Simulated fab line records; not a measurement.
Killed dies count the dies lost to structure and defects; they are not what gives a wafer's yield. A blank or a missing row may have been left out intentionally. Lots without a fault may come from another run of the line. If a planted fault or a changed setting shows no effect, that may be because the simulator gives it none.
8D (eight disciplines) problem report, filled in by code -- flow berkeleyCmos170 -- the parts of the form that need people (team, actions taken, sign-off) are left out

## 1. THE PROBLEM
Wafers without a fault read 120.0 W, standard deviation 0.35; biasW at UCB170_M1_METAL_ETCH_12 reads a mean of 117.1 W on 6 wafers belonging to 2 lots. That puts it -8.3 standard deviations away from the usual mean.
The step: etches Al in Cl2/BCl3, stops on PSG, target depth 780 nm, time 130 s.
Seen first at day 9 12:44 on rieMetal-03, wafer L418.2. Wafers with a number at this step in the record: 42, from 14 lots. By rule, "out" or "out of limits" means more than 4 standard deviations away from the usual mean. Any other wafer with a number is counted as sound.

## 2. WHAT IT IS AND WHAT IT IS NOT
question,is,is not
which readings at this step,biasW,"drypumpMotorCurrentA, heBacksideLeakSccm, throttleValvePct"
which lots,"L418, L421","L407, L408, L409, L410, L413, L415, L423, L424, L425, L426, L428, L429"
which wafers of those lots,all that have a number,-
read on which tools,rieMetal-03,"rieMetal-01, rieMetal-04"
when,from day 9 12:44,"up to then (18 sound wafers); but 18 sound wafers of L423, L424, L425, L426, L428, L429 came after"

## 3. WHAT RULES OUT EACH SUSPECT
Counting: any tool at a process step up to the reading is kept as a suspect provided that every lot that is out went through it and no sound lot did after the first of them.
- rieMetal-03 at UCB170_M1_METAL_ETCH_12 (etches Al in Cl2/BCl3, stops on PSG, target depth 780 nm, time 130 s): kept. It processed each lot that is out, first L418 at day 9 12:44, and no sound lot thereafter; up to then, the last sound lot it processed was L415 at day 8 21:33. Out on those wafers are its own readings of biasW.
Remaining after the count: rieMetal-03 at UCB170_M1_METAL_ETCH_12.

## 4. THE CAUSE (what the simulator had put in)
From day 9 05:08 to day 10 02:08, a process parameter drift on rieMetal-03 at UCB170_M1_METAL_ETCH_12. A move of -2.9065 in setting biasW, from 120. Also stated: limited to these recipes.
This tool alone remained once counting was done.

## 5. THE CHAIN OF EFFECTS, in route order
Rows list readings where the struck wafers' mean (over those with a number) sits beyond 3 standard deviations from the usual. Only readings for which the record gives a usual standard deviation are gone through. hours: the time from each lot's start at the first step in this table that gives one to its start at this step, as a median over the lots. sigmas: the change in usual standard deviations.
hours,step,reading,usual,on struck wafers,change,sigmas
0,UCB170_M1_METAL_ETCH_12,biasW,120.0 W,117.1,-2.9,-8.3
It contains these process steps:
- UCB170_M1_METAL_ETCH_12: etches Al in Cl2/BCl3, stops on PSG, target depth 780 nm, time 130 s.
Later measuring or inspecting steps at which every struck wafer that the step has a row for has a number for every such reading, and none has moved that far: UCB170_M1_CD_MEAS_90.

## 6. WHAT WOULD HAVE CAUGHT IT SOONER
In this record the first reading out of limits was taken at day 9 12:44, 8 hours after the fault began at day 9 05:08.
